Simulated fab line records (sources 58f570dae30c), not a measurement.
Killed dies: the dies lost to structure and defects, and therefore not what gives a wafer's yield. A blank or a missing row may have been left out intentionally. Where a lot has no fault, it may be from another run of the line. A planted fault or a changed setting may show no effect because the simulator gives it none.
One fault through the eyes of 2 desks + flow berkeley-cmos170 + only its own numbers are on each desk; what lay behind them is given at the end

AT THE TOOL OWNER'S DESK: litho-track-01
The tool's own readings at UCB170_NWELL_HMDS_06 (prime time 60 s): means of the sampled wafers that have a number, for each lot that ran on this tool. Any lot whose mean is over 4 standard deviations away from the usual mean is out of limits and marked OUT; that distance is given in the brackets.
Columns: A = chill-plate-temp-C at UCB170_NWELL_HMDS_06, usual 23.01 C; B = prime-temp-c at UCB170_NWELL_HMDS_06, usual 100.03 C
| lot  | first seen here | A     | B               |
|------|-----------------|-------|-----------------|
| L471 | day 2 21:52     | 23.03 | 99.86           |
| L475 | day 3 17:14     | 22.90 | 99.88           |
| L476 | day 4 03:33     | 22.92 | 100.12          |
| L478 | day 4 10:53     | 23.09 | 100.19          |
| L480 | day 4 19:51     | 22.97 | 99.95           |
| L489 | day 6 18:11     | 23.06 | 97.78 (-15) OUT |
| L491 | day 7 04:55     | 23.00 | 97.85 (-15) OUT |
This desk finds L489, L491 out of limits, L489 being first, at day 6 18:11 (prime-temp-c at UCB170_NWELL_HMDS_06). L471, L475, L476, L478, L480: within limits.

METROLOGY DESK
Lot by lot, what the gauges showed, no matter which tool ran the lot: averages of those sampled wafers that carry a number. Any lot whose mean is over 4 standard deviations away from the usual mean is out of limits and marked OUT; that distance is given in the brackets.
Columns: A = ACTIVE_NITRIDE_THK at UCB170_ACTIVE_THK_MEAS_06, usual 218.0 nm; B = V1_POLISHED_THK at UCB170_V1_THK_MEAS_04, usual 999.7 nm; C = cd-nm at UCB170_V2_CD_MEAS_12, usual 699.9 nm
| lot  | first seen here | A     | B      | C     |
|------|-----------------|-------|--------|-------|
| L469 | day 4 11:59     | 217.1 | 998.6  | 699.9 |
| L468 | day 4 12:00     | 220.7 | 999.4  | 699.8 |
| L471 | day 4 20:41     | 221.0 | 999.3  | 701.1 |
| L470 | day 4 20:42     | 218.4 | 998.6  | 700.5 |
| L474 | day 5 20:44     | 220.7 | 1000.4 | 698.5 |
| L475 | day 5 20:46     | 218.0 | 1000.7 | 698.8 |
| L476 | day 6 02:47     | 219.8 | 999.1  | 700.0 |
| L478 | day 6 08:55     | 218.6 | 998.6  | 699.5 |
| L480 | day 6 20:05     | 216.4 | 1000.5 | 700.3 |
| L479 | day 6 20:05     | 215.3 | 1000.0 | 699.7 |
| L481 | day 7 06:41     | 222.2 | 998.4  | 700.6 |
| L482 | day 7 10:23     | 219.4 | 999.8  | 698.8 |
| L489 | day 8 22:07     | 219.7 | 1000.8 | 698.6 |
| L491 | day 9 04:38     | 218.9 | 1000.7 | 700.5 |
This desk's finding: nothing out of limits on any of the 14 lots.

BROUGHT TOGETHER
An alarm could have come from the tool owner's desk at day 6 18:11, on L489, L491.
From the metrology desk's view, nothing was out of limits.
The metrology desk has L489, L491 on record, within its limits.
Every lot named ran UCB170_NWELL_HMDS_06 on litho-track-01.

WHAT HAD BEEN PUT IN BY THE SIMULATOR
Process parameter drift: litho-track-01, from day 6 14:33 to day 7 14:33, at UCB170_NWELL_HMDS_06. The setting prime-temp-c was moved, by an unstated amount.
Shown lots that were struck: L489, L491.
Time in hours from fault onset to the first out-of-limits reading at each desk: the tool owner's desk, 4.
